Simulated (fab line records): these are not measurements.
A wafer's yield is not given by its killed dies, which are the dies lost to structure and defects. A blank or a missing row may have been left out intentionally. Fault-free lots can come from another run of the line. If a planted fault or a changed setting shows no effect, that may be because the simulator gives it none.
Problem report in the 8D (eight disciplines) form, filled by code || flow rit cmos || the parts of the form that need people (team, actions taken, sign-off) are left out

== 1. WHAT WENT WRONG ==
ACTIVE_NITRIDE_THK at RIT_ACTIVE_THK_MEAS_04 reads a mean of 195.8 nm on 3 wafers of 1 lot; wafers without a fault read 150.2 nm with a standard deviation of 1.4. That puts it +33 standard deviations away from the usual mean.
First seen on wafer L895.1, day 5 03:26, on film metro-02. Wafers with a number at this step in the record: 39, from 13 lots. Rule for "out", or "out of limits": more than 4 standard deviations from the usual mean. The other wafers with a number count as sound.

== 2. WHAT THIS IS AND IS NOT ==
{"question": "which readings at this step", "is": "ACTIVE_NITRIDE_THK", "is not": "-"}
{"question": "which lots", "is": "L895", "is not": "L879, L880, L881, L882, L883, L884, L885, L891, L892, L893, L900, L901"}
{"question": "which wafers of those lots", "is": "all that have a number", "is not": "-"}
{"question": "read on which gauges", "is": "film metro-02", "is not": "film metro-03, film metro-04"}
{"question": "when", "is": "from day 5 03:26", "is not": "up to then (30 sound wafers); but 6 sound wafers of L900, L901 came after"}

== 3. THE SUSPECTS, EACH WITH WHAT RULES IT OUT ==
Counting: a tool at any process step up to the reading remains a suspect when it ran all the lots that are out and ran no sound lot after the first of those.
- the gauge at RIT_ACTIVE_THK_MEAS_04 is ruled out. All the wafers that are out were read on film metro-02, but those of them that RIT_ACTIVE_ETCH_13 has rows for are out there too, on other tools.
- lpcvd-02 at RIT_ACTIVE_CVD_03 (deposits Si3N4 from SiH2Cl2/NH3, target thk 150 nm, time 1500 s): kept. It ran the lot that is out, L895 (day 5 02:02), and no sound lot after that; its last sound lot up to then is L892 (day 4 11:12).
The count leaves lpcvd-02 at RIT_ACTIVE_CVD_03.

== 4. THE CAUSE (what the simulator had put in) ==
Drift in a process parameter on lpcvd-02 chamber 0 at RIT_ACTIVE_CVD_03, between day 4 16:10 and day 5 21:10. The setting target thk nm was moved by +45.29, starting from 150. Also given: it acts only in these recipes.
Only this tool survived the counting.

== 5. THE EFFECT CHAIN, in route order ==
One row per reading whose mean, taken over the struck wafers that have a number, lies over 3 standard deviations from the usual. Only readings whose record carries a usual standard deviation are examined. hours: median over the lots of the time between each lot's start at the first step of this table that gives one and its start at this step. sigmas: the change, counted in usual standard deviations.
{"hours": 0, "step": "RIT_ACTIVE_THK_MEAS_04", "reading": "ACTIVE_NITRIDE_THK", "usual": "150.2 nm", "on struck wafers": 195.8, "change": "+45.6", "sigmas": "+33"}
{"hours": 4, "step": "RIT_ACTIVE_ETCH_13", "reading": "oes product au", "usual": "0.818 a.u.", "on struck wafers": 0.946, "change": "+0.128", "sigmas": "+12"}
Its process steps:
- RIT_ACTIVE_ETCH_13: etches Si3N4 in SF6, stops on SiO2, time 210 s, target depth 210 nm.

== 6. HOW IT WOULD HAVE BEEN CAUGHT EARLIER ==
Counted from the fault's start at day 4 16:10, it took 11 hours until the first out-of-limits reading at a measuring or inspecting step in this record, taken at day 5 03:26.
Of the tool readings at RIT_ACTIVE_CVD_03 for which the record gives a usual standard deviation, none was out on any struck wafer, so an alarm limit of 4 standard deviations on them would not have fired.
The start of RIT_ACTIVE_CVD_03 on lpcvd-02 came by day 5 03:26 for every one of the lots that are out (1). Holding the tool at that point would not have protected any of them.
